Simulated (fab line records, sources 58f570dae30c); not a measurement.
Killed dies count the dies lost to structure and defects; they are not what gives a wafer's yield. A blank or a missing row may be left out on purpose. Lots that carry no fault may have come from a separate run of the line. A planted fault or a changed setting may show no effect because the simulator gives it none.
What tool caused it? -- flow berkeley-cmos170 -- 14 lots with 42 wafers sampled at 3 steps, on a route of 331 steps

WHAT THE GAUGES READ, wafer by wafer
UCB170_NWELL_THK_MEAS_02. Usual: NWELL_OXIDE_THK typically reads 26.3 nm, with standard deviation 0.55.
lot,measured,on,NWELL_OXIDE_THK (nm),flag
L205,day 2 06:37,film-metro-03,26.7 26.3 26.6,
L206,day 2 15:31,film-metro-04,25.1 25.6 25.8,
L207,day 2 15:31,film-metro-02,25.9 25.6 25.5,
L208,day 2 19:47,film-metro-02,26.2 26.0 25.5,
L209,day 3 07:27,film-metro-02,26.5 26.5 26.7,
L213,day 4 01:19,film-metro-04,26.1 25.7 26.5,
L214,day 4 05:38,film-metro-02,26.1 26.2 26.2,
L215,day 4 12:20,film-metro-04,27.5 27.0 27.4,
L218,day 5 06:53,film-metro-02,26.7 26.8 26.8,
L221,day 5 18:17,film-metro-03,26.6 26.6 26.5,
L223,day 6 02:49,film-metro-02,26.8 26.6 26.7,
L224,day 6 07:10,film-metro-03,26.6 26.0 26.8,
L225,day 6 14:47,film-metro-02,26.5 25.9 25.9,
L226,day 6 20:50,film-metro-02,26.1 26.0 25.9,

UCB170_WELLDRIVE_THK_MEAS_02. Usual: WELLDRIVE_OXIDE_THK typically reads 198 nm, with standard deviation 3.7.
lot,measured,on,WELLDRIVE_OXIDE_THK (nm),flag
L205,day 3 23:17,film-metro-03,195 193 192,
L206,day 4 12:56,film-metro-04,200 205 204,
L207,day 4 12:53,film-metro-03,197 199 198,
L208,day 4 12:52,film-metro-04,201 202 203,
L209,day 5 00:41,film-metro-04,197 198 198,
L213,day 5 16:56,film-metro-01,202 200 198,
L214,day 6 04:25,film-metro-04,203 203 198,
L215,day 6 09:25,film-metro-03,192 197 197,
L218,day 7 03:58,film-metro-03,198 195 194,
L221,day 7 15:38,film-metro-03,197 195 196,
L223,day 8 04:10,film-metro-01,201 200 201,
L224,day 8 04:10,film-metro-04,200 195 196,
L225,day 8 14:44,film-metro-03,196 198 200,
L226,day 8 14:43,film-metro-04,195 193 195,

UCB170_SACOX_THK_MEAS_02. Usual: SACOX_OXIDE_THK typically reads 14.34 nm, with standard deviation 0.23.
lot,measured,on,SACOX_OXIDE_THK (nm),flag
L205,day 5 19:58,film-metro-04,14.61 14.65 14.44,
L206,day 6 16:50,film-metro-01,14.62 14.64 14.58,
L207,day 6 16:50,film-metro-04,14.42 14.34 14.35,
L208,day 6 16:50,film-metro-03,14.64 14.71 14.76,
L209,day 7 09:28,film-metro-03,14.36 14.46 13.99,
L213,day 8 04:38,film-metro-03,14.15 14.03 14.12,
L214,day 8 09:50,film-metro-01,13.91 13.91 14.06,
L215,day 8 17:48,film-metro-01,14.49 14.53 14.30,
L218,day 9 13:50,film-metro-01,14.60 14.32 14.61,
L221,day 9 17:59,film-metro-04,14.14 14.02 14.22,
L223,day 10 03:04,film-metro-04,14.67 14.58 14.70,
L224,day 10 03:04,film-metro-03,14.26 14.22 14.20,
L225,day 10 14:58,film-metro-04,14.12 14.19 13.95,
L226,day 10 14:56,film-metro-01,14.44 14.38 14.25,

WHAT TOOL EACH LOT RAN ON (gives the tool, then ch and the chambers of the sampled wafers, and finally the start)
The record shows no process step preceding these readings.

AS READ BY THE TOOLS THEMSELVES (means over the sampled wafers that have a number; for cases with no such wafer, the mark the record gives instead)
The record holds no such reading with a usual standard deviation.

THE ANSWER, worked out from the rows above alone
Rule: a lot counts as off when the mean over its wafers that have a number is more than 3 standard deviations away from the usual mean. A lot without any number at a reading at which 4 lots or more have one is off too. The other lots that the step has rows for count as sound. First the gauges in route order, then the tools' own readings, where a lot's mean is used as printed above. The first step at which some lot is off is used, and at that step the reading that is off furthest; a lot without a number counts as furthest.
Nothing can be told from this: no lot is off at any reading shown.

WHAT THE SIMULATOR PUT IN
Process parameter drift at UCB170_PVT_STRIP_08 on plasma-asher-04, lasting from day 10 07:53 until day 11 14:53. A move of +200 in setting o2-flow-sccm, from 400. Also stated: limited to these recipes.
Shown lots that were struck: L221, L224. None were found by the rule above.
